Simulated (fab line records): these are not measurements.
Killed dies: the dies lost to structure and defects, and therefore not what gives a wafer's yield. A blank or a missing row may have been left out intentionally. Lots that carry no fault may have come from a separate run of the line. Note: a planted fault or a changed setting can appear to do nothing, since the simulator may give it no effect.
fab line records + flow rit_cmos
[record]
- lots = 14
- wafers = 42
- last_day = 8
route steps=202 shown PLDD@123 SPACER@128 SDANNEAL@156 M1@198
lots that met no fault: from a run of the same line without faults
start_h: the number of hours between the record's first day and the start of the first shown wafer of the lot + wait_h: hours elapsed since this lot's preceding step + " identical to the entry in the row above + L1.1+2: a row that stands for several wafers + - value missing, or start not given + * or withheld: withheld + < > ~ a bound
route shown NAME@n: NAME is a module with steps in the file, n the number in the route of the first one + usual: mean/standard deviation taken from wafers without a fault + same: alike in all rows + chamber/n: place in a boat + sites: each site's reading + _std_site: standard deviation of those values + _edge_site: mean of outer sites minus mean of inner sites + radius_mm: for every site, how far away it sits from the centre of the wafer + mask NAME#n: copy n + behind: the most recent tool/chamber to have shaped the wafer + hold: what put the lot on hold/how long, in hours/how the hold closed + device: whichever transistor did not switch (one of n, p or np) + end of line: the route-end tests of the same wafers + step lacking rows: just its recipe + killed: at the first sort, the dies lost to defects and structure; wafer yield is something else + map: a wafer's dies, marking killed ones x, the rest . and places with no die _
set.NAME: setting as actually run; set.NAME@STEP: the setting as run at that earlier step + model.NAME: the simulator's own value behind a step, which no gauge read
the route's steps for a sample of lots (tables are steps, rows are wafers)
services: when a tool's chamber went out of use (start_h, in hours from the record's first day, below 0 if earlier), for how many hours, and the reason
[[steps]]
[step RIT_PLDD_STRIP_09]
[recipe]
- chemistry = O2
- time_s = 180
- resist = NOVOLAK
- platen_temp_c = withheld
- power_w = 500
- pressure_mtorr = 4000
- o2_flow_sccm = 4000
[usual]
- drypump_motor_current_A = 5.9/0.47
| lot.wafer | tool            | chamber | start_h | wait_h | drypump_motor_current_A | rf_hours_counter_h |
|-----------|-----------------|---------|---------|--------|-------------------------|--------------------|
| L362.1    | plasma_asher-04 | 1       | 44.65   | 0.1    | 5.4                     | 41                 |
| L362.2    | "               | 0       | "       | "      | 5.8                     | 41                 |
| L362.4    | "               | 0       | "       | "      | 5.8                     | -                  |
| L365.2    | plasma_asher-02 | 1       | 61.15   | 0.1    | 5.5                     | 41                 |
| L365.4    | "               | 1       | "       | "      | 5.5                     | -                  |
| L365.6    | "               | 1       | "       | "      | 5.5                     | -                  |
| L369.1    | plasma_asher-04 | 0       | 83.07   | 0.1    | 5.8                     | 45                 |
| L369.3    | "               | 1       | "       | "      | 5.4                     | -                  |
| L369.4    | "               | 0       | "       | "      | 5.8                     | -                  |
| L370.2    | plasma_asher-03 | 1       | 90.73   | 0.1    | 6.8                     | 45                 |
| L370.4    | "               | 0       | "       | "      | 6.0                     | -                  |
| L370.6    | "               | 1       | "       | "      | 6.8                     | -                  |
| L376.1    | plasma_asher-02 | 0       | 122.63  | 0.1    | 5.9                     | 0                  |
| L376.2    | "               | 1       | "       | "      | 5.5                     | 0                  |
| L376.4    | "               | 0       | "       | "      | 5.9                     | -                  |
| L377.1    | plasma_asher-04 | 1       | 140.23  | 0.1    | 5.4                     | 50                 |
| L377.4    | "               | 0       | "       | "      | 5.8                     | -                  |
| L377.6    | "               | 0       | "       | "      | 5.8                     | -                  |
| L378.1    | plasma_asher-02 | 0       | 151.11  | 0.1    | 5.9                     | 2                  |
| L378.3    | "               | 0       | "       | "      | 5.9                     | -                  |
| L378.6    | "               | 1       | "       | "      | 5.5                     | -                  |
| L379.2    | plasma_asher-03 | 1       | 151.34  | 0.1    | 6.8                     | 50                 |
| L379.3    | "               | 1       | "       | "      | 6.8                     | -                  |
| L379.5    | "               | 1       | "       | "      | 6.8                     | -                  |
| L380.1    | plasma_asher-03 | 0       | 158.28  | 0.1    | 6.0                     | 51                 |
| L380.4    | "               | 0       | "       | "      | 6.0                     | -                  |
| L380.6    | "               | 0       | "       | "      | 6.0                     | -                  |
| L381.2    | plasma_asher-02 | 0       | 165.71  | 0.1    | 5.9                     | 4                  |
| L381.3    | "               | 0       | "       | "      | 5.9                     | -                  |
| L381.4    | "               | 1       | "       | "      | 5.5                     | -                  |
| L382.2    | plasma_asher-03 | 0       | 165.83  | 0.1    | 6.1                     | 52                 |
| L382.3    | "               | 0       | "       | "      | 6.0                     | -                  |
| L382.6    | "               | 0       | "       | "      | 6.1                     | -                  |
| L383.3    | plasma_asher-03 | 1       | 170.40  | 0.1    | 6.8                     | -                  |
| L383.4    | "               | 0       | "       | "      | 6.0                     | -                  |
| L383.5    | "               | 0       | "       | "      | 6.1                     | -                  |
| L385.1    | plasma_asher-03 | 0       | 179.15  | 0.1    | 6.0                     | 54                 |
| L385.3    | "               | 0       | "       | "      | 6.1                     | -                  |
| L385.4    | "               | 1       | "       | "      | 6.8                     | -                  |
| L384.1    | plasma_asher-04 | 0       | 179.76  | 0.1    | 5.8                     | 54                 |
| L384.2    | "               | 1       | "       | "      | 5.4                     | 54                 |
| L384.3    | "               | 1       | "       | "      | 5.4                     | -                  |
[step RIT_SPACER_CVD_03]
[recipe]
- material = Si3N4
- target_thk_nm = 250
- temp_c = 810
- precursor = SiH2Cl2/NH3
- time_s = 3300
- pressure_mtorr = 300
- sih2cl2_flow_sccm = 60
- nh3_flow_sccm = 150
| lot.wafer  | tool     | chamber | start_h | wait_h |
|------------|----------|---------|---------|--------|
| L362.1+2+4 | lpcvd-02 | 0       | 46.27   | 1.0    |
| L365.2+4+6 | lpcvd-01 | 1       | 61.75   | 0.0    |
| L369.1+3+4 | lpcvd-02 | 0       | 83.68   | 0.0    |
| L370.2+4+6 | lpcvd-02 | 0       | 91.33   | 0.0    |
| L376.1+2+4 | lpcvd-01 | 1       | 123.65  | 0.4    |
| L377.1+4+6 | lpcvd-01 | 1       | 140.83  | 0.0    |
| L378.1+3+6 | lpcvd-01 | 0       | 151.81  | 0.1    |
| L379.2+3+5 | lpcvd-02 | 1       | 152.94  | 1.0    |
| L380.1+4+6 | lpcvd-01 | 0       | 158.96  | 0.0    |
| L381.2+3+4 | lpcvd-01 | 0       | 166.32  | 0.0    |
| L382.2+3+6 | lpcvd-02 | 1       | 166.43  | 0.0    |
| L383.3+4+5 | lpcvd-02 | 1       | 170.94  | 0.0    |
| L385.1+3+4 | lpcvd-01 | 0       | 179.78  | 0.0    |
| L384.1+2+3 | lpcvd-02 | 0       | 180.77  | 0.4    |
[step RIT_SDANNEAL_RTA_03]
[recipe]
- temp_c = 1050
- time_s = 5
- idle_temp_c = 600
- ramp_up_c_per_s = 342
- ramp_down_c_per_s = 171
- cool_to_c = 600
- ambient = N2
[usual]
- ramp_up_c_per_s = 342.00/0.061
- wafer_temp_C_max = 1053.5/1.2
| lot.wafer | tool          | chamber | start_h | wait_h | ramp_up_c_per_s | wafer_temp_C_max |
|-----------|---------------|---------|---------|--------|-----------------|------------------|
| L362.1    | rtp_anneal-02 | 0       | 51.73   | 0.0    | 342.07          | 1054.4           |
| L362.2    | "             | 0       | "       | "      | 341.99          | 1053.6           |
| L362.4    | "             | 0       | "       | "      | 342.04          | 1053.1           |
| L365.2    | rtp_anneal-01 | 0       | 67.57   | 0.0    | 342.05          | 1052.2           |
| L365.4    | "             | 0       | "       | "      | 342.10          | 1055.2           |
| L365.6    | "             | 0       | "       | "      | 342.05          | 1053.3           |
| L369.1    | rtp_anneal-01 | 0       | 89.42   | 0.0    | 342.04          | 1052.1           |
| L369.3    | "             | 0       | "       | "      | 342.06          | 1051.1           |
| L369.4    | "             | 0       | "       | "      | 342.02          | 1053.1           |
| L370.2    | rtp_anneal-02 | 0       | 96.82   | 0.0    | 341.93          | 1053.6           |
| L370.4    | "             | 0       | "       | "      | 341.99          | 1055.8           |
| L370.6    | "             | 0       | "       | "      | 342.08          | 1053.6           |
| L376.1    | rtp_anneal-02 | 0       | 129.24  | 0.0    | 341.88          | 1052.3           |
| L376.2    | "             | 0       | "       | "      | 341.91          | 1052.4           |
| L376.4    | "             | 0       | "       | "      | 342.04          | 1051.8           |
| L377.1    | rtp_anneal-01 | 0       | 146.24  | 0.0    | 341.93          | 1052.8           |
| L377.4    | "             | 0       | "       | "      | 341.99          | 1054.5           |
| L377.6    | "             | 0       | "       | "      | 341.85          | 1052.4           |
| L378.1    | rtp_anneal-02 | 0       | 157.74  | 0.0    | 341.94          | 1054.7           |
| L378.3    | "             | 0       | "       | "      | 341.99          | 1052.2           |
| L378.6    | "             | 0       | "       | "      | 341.95          | 1054.6           |
| L379.2    | rtp_anneal-01 | 0       | 158.91  | 0.0    | 342.05          | 1054.4           |
| L379.3    | "             | 0       | "       | "      | 342.03          | 1055.0           |
| L379.5    | "             | 0       | "       | "      | 342.05          | 1055.7           |
| L380.1    | rtp_anneal-02 | 0       | 172.11  | 0.0    | 342.00          | 1054.1           |
| L380.4    | "             | 0       | "       | "      | 341.98          | 1053.4           |
| L380.6    | "             | 0       | "       | "      | 341.95          | 1053.4           |
| L381.2    | rtp_anneal-01 | 0       | 172.37  | 0.0    | 341.93          | 1051.5           |
| L381.3    | "             | 0       | "       | "      | 342.05          | 1055.4           |
| L381.4    | "             | 0       | "       | "      | 341.92          | 1053.3           |
| L382.2    | rtp_anneal-02 | 0       | 172.56  | 0.0    | 341.97          | 1053.7           |
| L382.3    | "             | 0       | "       | "      | 342.00          | 1053.7           |
| L382.6    | "             | 0       | "       | "      | 342.00          | 1054.2           |
| L383.3    | rtp_anneal-01 | 0       | 176.60  | 0.0    | 342.00          | 1054.1           |
| L383.4    | "             | 0       | "       | "      | 341.90          | 1052.5           |
| L383.5    | "             | 0       | "       | "      | 341.93          | 1053.7           |
| L385.1    | rtp_anneal-02 | 0       | 185.67  | 0.0    | 342.01          | 1051.2           |
| L385.3    | "             | 0       | "       | "      | 342.06          | 1054.2           |
| L385.4    | "             | 0       | "       | "      | 342.11          | 1052.7           |
| L384.1    | rtp_anneal-01 | 0       | 186.90  | 0.0    | 342.03          | 1051.9           |
| L384.2    | "             | 0       | "       | "      | 341.94          | 1052.7           |
| L384.3    | "             | 0       | "       | "      | 342.06          | 1051.6           |
[step RIT_M1_STRIP_14]
[recipe]
- chemistry = O2
- time_s = 180
- platen_temp_c = withheld
- power_w = 500
- pressure_mtorr = 4000
- o2_flow_sccm = 4000
[usual]
- drypump_motor_current_A = 5.9/0.46
| lot.wafer | tool            | chamber | start_h | wait_h | drypump_motor_current_A | rf_hours_counter_h |
|-----------|-----------------|---------|---------|--------|-------------------------|--------------------|
| L362.1    | plasma_asher-02 | 0       | 57.95   | 0.0    | 5.9                     | 40                 |
| L362.2    | "               | 1       | "       | "      | 5.5                     | 40                 |
| L362.4    | "               | 1       | "       | "      | 5.5                     | -                  |
| L365.2    | plasma_asher-03 | 0       | 73.57   | 0.0    | 6.0                     | 43                 |
| L365.4    | "               | 1       | "       | "      | 6.8                     | -                  |
| L365.6    | "               | 0       | "       | "      | 6.0                     | -                  |
| L369.1    | plasma_asher-02 | 1       | 95.00   | 0.0    | 5.5                     | 44                 |
| L369.3    | "               | 0       | "       | "      | 5.9                     | -                  |
| L369.4    | "               | 1       | "       | "      | 5.5                     | -                  |
| L370.2    | plasma_asher-04 | 1       | 102.31  | 0.0    | 5.4                     | 47                 |
| L370.4    | "               | 0       | "       | "      | 5.8                     | -                  |
| L370.6    | "               | 1       | "       | "      | 5.4                     | -                  |
| L376.1    | plasma_asher-03 | 0       | 134.86  | 0.0    | 6.0                     | 49                 |
| L376.2    | "               | 1       | "       | "      | 6.8                     | 49                 |
| L376.4    | "               | 0       | "       | "      | 6.0                     | -                  |
| L377.1    | plasma_asher-02 | 0       | 152.02  | 0.0    | 5.9                     | 2                  |
| L377.4    | "               | 0       | "       | "      | 5.9                     | -                  |
| L377.6    | "               | 1       | "       | "      | 5.5                     | -                  |
| L378.1    | plasma_asher-03 | 0       | 163.70  | 0.0    | 6.0                     | 52                 |
| L378.3    | "               | 1       | "       | "      | 6.8                     | -                  |
| L378.6    | "               | 0       | "       | "      | 6.0                     | -                  |
| L379.2    | plasma_asher-03 | 1       | 164.98  | 0.0    | 6.8                     | 52                 |
| L379.3    | "               | 1       | "       | "      | 6.8                     | -                  |
| L379.5    | "               | 0       | "       | "      | 6.0                     | -                  |
| L380.1    | plasma_asher-03 | 0       | 178.47  | 0.0    | 6.0                     | 54                 |
| L380.4    | "               | 1       | "       | "      | 6.8                     | -                  |
| L380.6    | "               | 0       | "       | "      | 6.0                     | -                  |
| L381.2    | plasma_asher-02 | 0       | 178.72  | 0.0    | 5.9                     | 6                  |
| L381.3    | "               | 0       | "       | "      | 5.9                     | -                  |
| L381.4    | "               | 1       | "       | "      | 5.5                     | -                  |
| L382.2    | plasma_asher-04 | 0       | 178.92  | 0.0    | 5.8                     | 54                 |
| L382.3    | "               | 1       | "       | "      | 5.4                     | -                  |
| L382.6    | "               | 0       | "       | "      | 5.8                     | -                  |
| L383.3    | plasma_asher-04 | 1       | 182.46  | 0.1    | 5.4                     | -                  |
| L383.4    | "               | 0       | "       | "      | 5.7                     | -                  |
| L383.5    | "               | 1       | "       | "      | 5.4                     | -                  |
| L385.1    | plasma_asher-03 | 0       | 192.42  | 0.0    | 6.0                     | 56                 |
| L385.3    | "               | 0       | "       | "      | 6.0                     | -                  |
| L385.4    | "               | 1       | "       | "      | 6.8                     | -                  |
| L384.1    | plasma_asher-02 | 0       | 192.61  | 0.0    | 5.9                     | 8                  |
| L384.2    | "               | 1       | "       | "      | 5.5                     | 8                  |
| L384.3    | "               | 0       | "       | "      | 5.9                     | -                  |
[step RIT_M1_PROBE_99]
[usual]
- killed_at_contacts = 0.1/0.3
- killed_at_front_end = 7/3.1
- killed_dies = 7/3.1
- killed_on_rim = 1.9/1.5
- killed_open = 3.8/2.3
- killed_short = 3.2/1.9
[same]
- gross_dies = 264
- killed_at_M0_to_M3 = 0
- killed_at_M4_up = 0
- killed_at_back_side = 0
- killed_at_other = 0
| lot.wafer | tool      | chamber | start_h | wait_h | killed_at_contacts | killed_at_front_end | killed_dies | killed_on_rim | killed_open | killed_short |
|-----------|-----------|---------|---------|--------|--------------------|---------------------|-------------|---------------|-------------|--------------|
| L362.1    | prober-01 | -       | 59.86   | 0.1    | 0                  | 12                  | 12          | 3             | 3           | 9            |
| L362.2    | prober-01 | -       | 59.91   | 0.1    | 0                  | 8                   | 8           | 3             | 4           | 4            |
| L362.4    | prober-01 | -       | 60.01   | 0.2    | 0                  | 11                  | 11          | 2             | 9           | 2            |
| L365.2    | prober-02 | -       | 75.53   | 0.1    | 0                  | 10                  | 10          | 1             | 6           | 4            |
| L365.4    | prober-02 | -       | 75.63   | 0.2    | 0                  | 2                   | 2           | 1             | 1           | 1            |
| L365.6    | prober-02 | -       | 75.73   | 0.2    | 0                  | 8                   | 8           | 1             | 6           | 2            |
| L369.1    | prober-02 | -       | 96.91   | 0.1    | 0                  | 26                  | 26          | 11            | 2           | 7            |
| L369.3    | prober-02 | -       | 97.01   | 0.2    | 0                  | 29                  | 29          | 11            | 8           | 6            |
| L369.4    | prober-02 | -       | 97.06   | 0.2    | 0                  | 27                  | 27          | 12            | 8           | 2            |
| L370.2    | prober-01 | -       | 104.27  | 0.1    | 1                  | 22                  | 23          | 9             | 4           | 3            |
| L370.4    | prober-01 | -       | 104.37  | 0.2    | 0                  | 25                  | 25          | 12            | 3           | 4            |
| L370.6    | prober-01 | -       | 104.47  | 0.2    | 0                  | 20                  | 20          | 8             | 4           | 1            |
| L376.1    | prober-01 | -       | 137.40  | 0.1    | 0                  | 8                   | 8           | 5             | 7           | 1            |
| L376.2    | prober-01 | -       | 137.45  | 0.1    | 0                  | 7                   | 7           | 2             | 4           | 3            |
| L376.4    | prober-01 | -       | 137.55  | 0.2    | 0                  | 9                   | 9           | 1             | 5           | 4            |
| L377.1    | prober-01 | -       | 153.93  | 0.1    | 0                  | 4                   | 4           | 1             | 2           | 2            |
| L377.4    | prober-01 | -       | 154.08  | 0.2    | 0                  | 6                   | 6           | 2             | 1           | 5            |
| L377.6    | prober-01 | -       | 154.18  | 0.2    | 0                  | 8                   | 8           | 1             | 4           | 4            |
| L378.1    | prober-02 | -       | 165.62  | 0.1    | 0                  | 4                   | 4           | 2             | 0           | 4            |
| L378.3    | prober-02 | -       | 165.72  | 0.2    | 0                  | 6                   | 6           | 1             | 5           | 1            |
| L378.6    | prober-02 | -       | 165.87  | 0.2    | 0                  | 10                  | 10          | 0             | 5           | 5            |
| L379.2    | prober-01 | -       | 167.17  | 0.1    | 1                  | 4                   | 5           | 1             | 1           | 4            |
| L379.3    | prober-01 | -       | 167.22  | 0.2    | 0                  | 12                  | 12          | 2             | 8           | 4            |
| L379.5    | prober-01 | -       | 167.32  | 0.2    | 1                  | 5                   | 6           | 1             | 3           | 3            |
| L380.1    | prober-02 | -       | 180.39  | 0.1    | 0                  | 11                  | 11          | 4             | 6           | 5            |
| L380.4    | prober-02 | -       | 180.54  | 0.2    | 0                  | 8                   | 8           | 3             | 3           | 5            |
| L380.6    | prober-02 | -       | 180.64  | 0.2    | 0                  | 6                   | 6           | 2             | 0           | 6            |
| L381.2    | prober-01 | -       | 181.94  | 0.1    | 0                  | 8                   | 8           | 2             | 4           | 4            |
| L381.3    | prober-01 | -       | 181.99  | 0.2    | 0                  | 6                   | 6           | 2             | 5           | 1            |
| L381.4    | prober-01 | -       | 182.04  | 0.2    | 0                  | 13                  | 13          | 2             | 8           | 5            |
| L382.2    | prober-02 | -       | 181.94  | 0.1    | 0                  | 2                   | 2           | 1             | 1           | 1            |
| L382.3    | prober-02 | -       | 181.99  | 0.2    | 0                  | 10                  | 10          | 3             | 2           | 8            |
| L382.6    | prober-02 | -       | 182.14  | 0.2    | 0                  | 6                   | 6           | 2             | 4           | 2            |
| L383.3    | prober-01 | -       | 184.42  | 0.2    | 0                  | 11                  | 11          | 2             | 7           | 4            |
| L383.4    | prober-01 | -       | 184.47  | 0.2    | 0                  | 3                   | 3           | 3             | 2           | 1            |
| L383.5    | prober-01 | -       | 184.52  | 0.2    | 0                  | 4                   | 4           | 0             | 3           | 1            |
| L385.1    | prober-02 | -       | 194.34  | 0.1    | 0                  | 4                   | 4           | 3             | 2           | 2            |
| L385.3    | prober-02 | -       | 194.44  | 0.2    | 0                  | 10                  | 10          | 1             | 8           | 2            |
| L385.4    | prober-02 | -       | 194.49  | 0.2    | 0                  | 6                   | 6           | 2             | 4           | 2            |
| L384.1    | prober-01 | -       | 195.84  | 0.1    | 0                  | 3                   | 3           | 1             | 1           | 2            |
| L384.2    | prober-01 | -       | 195.89  | 0.1    | 0                  | 8                   | 8           | 0             | 4           | 4            |
| L384.3    | prober-01 | -       | 195.94  | 0.2    | 1                  | 7                   | 8           | 5             | 4           | 4            |
// killed by level:class
L362.1 GATE:geometric_particle:short=6 FOX1:geometric_particle:short=2 FOX1:geometric_particle:open=1 GATE:geometric_particle:open=1 REOX:geometric_particle:short=1 SPACER:geometric_particle:open=1
L362.2 FOX1:geometric_particle:open=3 FOX1:geometric_particle:short=2 GATE:geometric_particle:short=2 SILICIDE:geometric_particle:open=1
L362.4 FOX1:geometric_particle:open=3 SPACER:geometric_particle:open=3 GATE:geometric_particle:open=3 GATE:geometric_particle:short=1 SILICIDE:geometric_particle:short=1
L365.2 SILICIDE:geometric_particle:open=3 ACTIVE:geometric_particle:short=1 FOX1:geometric_particle:short=1 FOX1:geometric_particle:open=1 REOX:geometric_particle:open=1 REOX:geometric_particle:short=1 SPACER:geometric_particle:short=1 SPACER:geometric_particle:open=1
L365.4 FOX2:geometric_particle:open=1 REOX:geometric_particle:short=1
L365.6 GATE:geometric_particle:open=2 SPACER:geometric_particle:open=2 FOX1:geometric_particle:short=1 REOX:geometric_particle:open=1 SILICIDE:geometric_particle:open=1 SILICIDE:geometric_particle:short=1
L369.1 SPACER:unspecified=17 GATE:geometric_particle:short=3 FOX1:geometric_particle:short=2 FOX1:geometric_particle:open=1 FOX2:geometric_particle:short=1 GATE:geometric_particle:open=1 SPACER:geometric_particle:short=1
L369.3 SPACER:unspecified=15 SPACER:geometric_particle:open=4 FOX1:geometric_particle:short=3 GATE:geometric_particle:open=2 SILICIDE:geometric_particle:short=2 GATE:geometric_particle:short=1 REOX:geometric_particle:open=1 SILICIDE:geometric_particle:open=1
L369.4 SPACER:unspecified=17 FOX1:geometric_particle:open=2 GATE:geometric_particle:open=2 SPACER:geometric_particle:open=2 FOX2:geometric_particle:short=1 REOX:geometric_particle:open=1 SPACER:geometric_particle:short=1 SILICIDE:geometric_particle:open=1
L370.2 SPACER:unspecified=16 FOX1:geometric_particle:short=2 GATE:geometric_particle:short=1 GATE:geometric_particle:open=1 SPACER:geometric_particle:open=1 SILICIDE:geometric_particle:open=1 CONTACT:geometric_particle:open=1
L370.4 SPACER:unspecified=18 GATE:geometric_particle:open=2 GATE:geometric_particle:short=2 FOX1:geometric_particle:short=1 SPACER:geometric_particle:short=1 SPACER:geometric_particle:open=1
L370.6 SPACER:unspecified=15 FOX2:geometric_particle:open=2 FOX2:geometric_particle:short=1 REOX:geometric_particle:open=1 SPACER:geometric_particle:open=1
L376.1 FOX1:geometric_particle:open=2 ACTIVE:geometric_particle:open=1 GATE:geometric_particle:open=1 GATE:geometric_particle:short=1 REOX:geometric_particle:open=1 SPACER:geometric_particle:open=1 SILICIDE:geometric_particle:open=1
L376.2 GATE:geometric_particle:short=2 REOX:geometric_particle:open=2 FOX1:geometric_particle:open=1 GATE:geometric_particle:open=1 SILICIDE:geometric_particle:short=1
L376.4 GATE:geometric_particle:open=2 REOX:geometric_particle:short=2 GATE:geometric_particle:short=1 REOX:geometric_particle:open=1 SPACER:geometric_particle:short=1 SPACER:geometric_particle:open=1 SILICIDE:geometric_particle:open=1
L377.1 GATE:geometric_particle:open=2 FOX1:geometric_particle:short=1 GATE:geometric_particle:short=1
L377.4 FOX2:geometric_particle:short=2 GATE:geometric_particle:short=2 FOX2:geometric_particle:open=1 SILICIDE:geometric_particle:short=1
L377.6 FOX2:geometric_particle:short=2 GATE:geometric_particle:open=2 FOX1:geometric_particle:open=1 FOX1:geometric_particle:short=1 REOX:geometric_particle:open=1 REOX:geometric_particle:short=1
L378.1 SPACER:geometric_particle:short=2 FOX2:geometric_particle:short=1 GATE:geometric_particle:short=1
L378.3 FOX1:geometric_particle:open=2 GATE:geometric_particle:open=2 FOX2:geometric_particle:open=1 GATE:geometric_particle:short=1
L378.6 GATE:geometric_particle:short=4 GATE:geometric_particle:open=3 FOX2:geometric_particle:short=1 REOX:geometric_particle:open=1 SILICIDE:geometric_particle:open=1
L379.2 FOX1:geometric_particle:open=1 GATE:geometric_particle:short=1 REOX:geometric_particle:short=1 SPACER:geometric_particle:short=1 CONTACT:geometric_particle:short=1
L379.3 FOX2:geometric_particle:open=3 REOX:geometric_particle:short=2 SPACER:geometric_particle:open=2 FOX1:geometric_particle:open=1 FOX2:geometric_particle:short=1 GATE:geometric_particle:open=1 REOX:geometric_particle:open=1 SPACER:geometric_particle:short=1
L379.5 GATE:geometric_particle:short=2 FOX2:geometric_particle:open=1 GATE:geometric_particle:open=1 SPACER:geometric_particle:open=1 CONTACT:geometric_particle:short=1
L380.1 FOX1:geometric_particle:open=2 REOX:geometric_particle:open=2 FOX1:geometric_particle:short=1 FOX2:geometric_particle:short=1 REOX:geometric_particle:short=1 SPACER:geometric_particle:short=1 SPACER:geometric_particle:open=1 SILICIDE:geometric_particle:open=1
L380.4 REOX:geometric_particle:short=2 FOX1:geometric_particle:short=1 FOX2:geometric_particle:short=1 FOX2:geometric_particle:open=1 GATE:geometric_particle:open=1 REOX:geometric_particle:open=1 SILICIDE:geometric_particle:short=1
L380.6 FOX1:geometric_particle:short=2 FOX2:geometric_particle:short=1 GATE:geometric_particle:short=1 SPACER:geometric_particle:short=1 SILICIDE:geometric_particle:short=1
L381.2 GATE:geometric_particle:short=2 REOX:geometric_particle:short=2 SPACER:geometric_particle:open=2 GATE:geometric_particle:open=1 SILICIDE:geometric_particle:open=1
L382.2 GATE:geometric_particle:short=1 REOX:geometric_particle:open=1
L381.3 SPACER:geometric_particle:open=4 GATE:geometric_particle:open=1 GATE:geometric_particle:short=1
L382.3 GATE:geometric_particle:short=3 GATE:geometric_particle:open=2 REOX:geometric_particle:short=2 FOX2:geometric_particle:short=1 SPACER:geometric_particle:short=1 SILICIDE:geometric_particle:short=1
L381.4 REOX:geometric_particle:open=4 FOX1:geometric_particle:short=2 GATE:geometric_particle:open=2 REOX:geometric_particle:short=2 FOX1:geometric_particle:open=1 SPACER:geometric_particle:short=1 SILICIDE:geometric_particle:open=1
L382.6 FOX1:geometric_particle:open=2 GATE:geometric_particle:open=1 REOX:geometric_particle:short=1 REOX:geometric_particle:open=1 SPACER:geometric_particle:short=1
L383.3 SILICIDE:geometric_particle:open=4 GATE:geometric_particle:short=2 SILICIDE:geometric_particle:short=2 FOX2:geometric_particle:open=1 REOX:geometric_particle:open=1 SPACER:geometric_particle:open=1
L383.4 FOX2:geometric_particle:open=1 REOX:geometric_particle:short=1 REOX:geometric_particle:open=1
L383.5 FOX2:geometric_particle:open=1 GATE:geometric_particle:open=1 REOX:geometric_particle:short=1 REOX:geometric_particle:open=1
L385.1 GATE:geometric_particle:short=1 GATE:geometric_particle:open=1 REOX:geometric_particle:open=1 SPACER:geometric_particle:short=1
L385.3 GATE:geometric_particle:open=3 GATE:geometric_particle:short=2 REOX:geometric_particle:open=2 FOX1:geometric_particle:open=1 FOX2:geometric_particle:open=1 SPACER:geometric_particle:open=1
L385.4 SPACER:geometric_particle:open=2 SPACER:geometric_particle:short=2 FOX1:geometric_particle:open=1 REOX:geometric_particle:open=1
L384.1 GATE:geometric_particle:short=2 FOX1:geometric_particle:open=1
L384.2 SILICIDE:geometric_particle:open=2 SILICIDE:geometric_particle:short=2 FOX1:geometric_particle:short=1 GATE:geometric_particle:short=1 GATE:geometric_particle:open=1 SPACER:geometric_particle:open=1
L384.3 REOX:geometric_particle:short=2 FOX1:geometric_particle:short=1 FOX2:geometric_particle:open=1 GATE:geometric_particle:open=1 GATE:geometric_particle:short=1 REOX:geometric_particle:open=1 CONTACT:geometric_particle:open=1
[[services]]
| tool            | chamber | start_h | hours | kind       |
|-----------------|---------|---------|-------|------------|
| plasma_asher-02 | -       | 74.68   | 1.6   | repair     |
| plasma_asher-02 | -       | 108.75  | 9.0   | pm         |
| plasma_asher-02 | 0       | 108.75  | 9.0   | vent_cycle |
| plasma_asher-02 | 1       | 108.75  | 9.0   | vent_cycle |
| plasma_asher-02 | 0       | 117.75  | -     | clean      |
| plasma_asher-02 | 1       | 117.75  | -     | clean      |
| lpcvd-02        | -       | 146.94  | 6.0   | pm         |
| rtp_anneal-01   | -       | 163.65  | 5.1   | pm         |
| lpcvd-01        | -       | 178.60  | 1.1   | repair     |
[[key]]
[first_sign]
- step = RIT_M1_PROBE_99
- reading = killed_dies
- direction = up
- sigmas = 5.8
- usual = 7
- struck = 25
[effect]
- step = RIT_M1_PROBE_99
- reading = killed_at_front_end
- direction = up
- sigmas = 5.8
- usual = 7
- struck = 25
met_at RIT_SPACER_CVD_03
struck_lots L369,L370
tester_left_out L369,L370
not_acting_at RIT_PLDD_STRIP_09,RIT_SDANNEAL_RTA_03,RIT_M1_STRIP_14
onset_between 46.27 83.68
[fault]
- kind = chamber_particle_source
- tool = lpcvd-02
- chamber = -
- onset_h = 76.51
- steps = RIT_SPACER_CVD_03
- rate_per_visit_cm2 = 1.3176
- end_h = 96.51
// tester_left_out: of these lots the tester's yield and bins aren't shown, on N5 and GAA mostly nor the transistor test; their killed dies are dies lost to structure and defects alone, not to doping, threshold or leakage, so they don't give the yield
